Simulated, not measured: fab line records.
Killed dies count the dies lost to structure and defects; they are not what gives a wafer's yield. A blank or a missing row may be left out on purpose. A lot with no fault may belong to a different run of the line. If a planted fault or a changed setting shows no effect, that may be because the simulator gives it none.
Struck lot and sound lot, side by side	flow berkeley_cmos170	17 out of 331 route steps
Sound: these wafers, L286.1, L286.3, L286.5. Struck: wafer L296.4 (L296.2, L296.3, from the same lot, were not struck and are left out); the cause is given at the end.
Per side, at each step with rows, come the tool, then ch with its chambers, and then its first start. Under that, the readings that differ: sound wafers	struck wafers	difference of the means	sigmas: that difference in standard deviations of wafers without a fault.
alike: words and numbers the same on both sides, and readings whose means are apart by under 2 such deviations; not compared: readings that were withheld, readings missing a value for some wafer, numbers with overlapping values and no deviation given by the record, and bounds like >300 which may hide the same value.
The two part at a step that has a row with sigmas, a row that says differs or no value, or rows on one side only. When numbers do not overlap yet have no deviation, they are printed without sigmas and do not part them. Lack of a reading on every wafer of one side parts them only where that side has two or more wafers.

first, 1 step without rows for these wafers: UCB170_M3_SOFTBAKE_06 (time 60 s).
UCB170_M3_STRIP_07: strips in O2.
  sound on plasma_asher-02 ch 0,1, day 10 05:25; struck on plasma_asher-04 ch 0, day 11 19:25
reading	sound	struck	difference	sigmas
oes_product_au (a.u.)	0.744 0.732 0.733	0.745	+0.009	+2
  alike: drypump_motor_current_A, strip_time_to_endpoint_s
  not compared: rf_hours_counter_h
then, 7 steps without rows for these wafers: UCB170_M3_STRIP_08 (strips KrF in DMSO, time 600 s); UCB170_M3_COAT_09; UCB170_M3_COAT_10 (resist thk 900 nm); UCB170_M3_SOFTBAKE_11 (time 60 s); UCB170_M3_EXPOSE_12 (exposes mask METAL3, target cd 700 nm); UCB170_M3_PEB_13; UCB170_M3_DEVELOP_14 (develop time 45 s).
UCB170_M3_CD_MEAS_15 targets a cd of 700 nm.
  sound on cd_sem-01 at day 10 07:55; struck on cd_sem-02 at day 11 20:40
  alike: cd_nm
UCB170_M3_OVL_MEAS_16:
  sound on overlay-01 at day 10 08:02; struck on overlay-02 at day 11 20:47
  alike: M3_OVL
UCB170_M3_ETCH_17: etches BARC in N2/H2.
  sound on rie_diel-02 ch 2,3, day 10 08:05; struck on rie_diel-01 ch 3, day 11 20:49
reading	sound	struck	difference	sigmas
drypump_motor_current_A (A)	6.2 6.1 6.1	5.3	-0.8	-2
throttle_valve_pct (%)	13.30 13.56 13.57	13.13	-0.35	-2
  alike: oes_product_au, rf_fwd_power_W
UCB170_M3_METAL_ETCH_18: etches Al in Cl2/BCl3, stops on SiO2, target depth 1170 nm, time 195 s.
  sound on rie_metal-02 ch 0, day 10 08:07; struck on rie_metal-02 ch 0, day 11 20:51
reading	sound	struck	difference	sigmas
rf_fwd_power_W (W)	597.5 599.1 596.8	840.5	+242.7	+99 or more
model.KrF_of_M3_COAT_10.thk_nm (nm)	225.1 224 215.6	0	-222	
model.M3.feature_depth_nm (nm)	937.3 939.1 956.6	998.9	+54.6	
model.SiO2_of_V2_CVD_00.thk_nm (nm)	938.8 941.8 938.6	917.2	-22.5	
  alike: drypump_motor_current_A, oes_product_au, throttle_valve_pct
  not compared: rf_hours_counter_h
UCB170_M3_STRIP_19: strips in O2.
  sound on plasma_asher-04 ch 0,1, day 10 08:19; struck on plasma_asher-04 ch 0, day 11 21:02
reading	sound	struck	difference	sigmas
oes_product_au (a.u.)	0.553 0.556 0.551	0.314	-0.239	-15
  alike: drypump_motor_current_A
  not compared: rf_hours_counter_h
UCB170_M3_CD_MEAS_90 targets a cd of 700 nm.
  sound on cd_sem-02 at day 10 08:25; struck on cd_sem-01 at day 11 21:10
reading	sound	struck	difference	sigmas
cd_nm (nm)	705 704 704	686	-18	-5
UCB170_M3_BOW_MEAS_20:
  sound on film_metro-02 at day 10 08:32; struck on film_metro-02 at day 11 21:17
  alike: M3_BOW
UCB170_M3_PROBE_99:
  sound on prober-02 at day 10 08:39; struck on prober-01 at day 11 21:32
reading	sound	struck	difference	sigmas
model.etest.antenna_m3.gate_log10_a_cm2	-8.315 -8.003 -7.796	-7.591	+0.447	
model.etest.antenna_m3.vt_shift_v (V)	-0.0141 -0.01391 -0.01145	-0.02378	-0.01063	

== WHERE THEY PART ==
Earliest at UCB170_M3_STRIP_07; latest, in this record, at UCB170_M3_CD_MEAS_90. Later steps at which nothing parts them and some readings are alike: UCB170_M3_BOW_MEAS_20.

WHY: whatever the simulator had introduced
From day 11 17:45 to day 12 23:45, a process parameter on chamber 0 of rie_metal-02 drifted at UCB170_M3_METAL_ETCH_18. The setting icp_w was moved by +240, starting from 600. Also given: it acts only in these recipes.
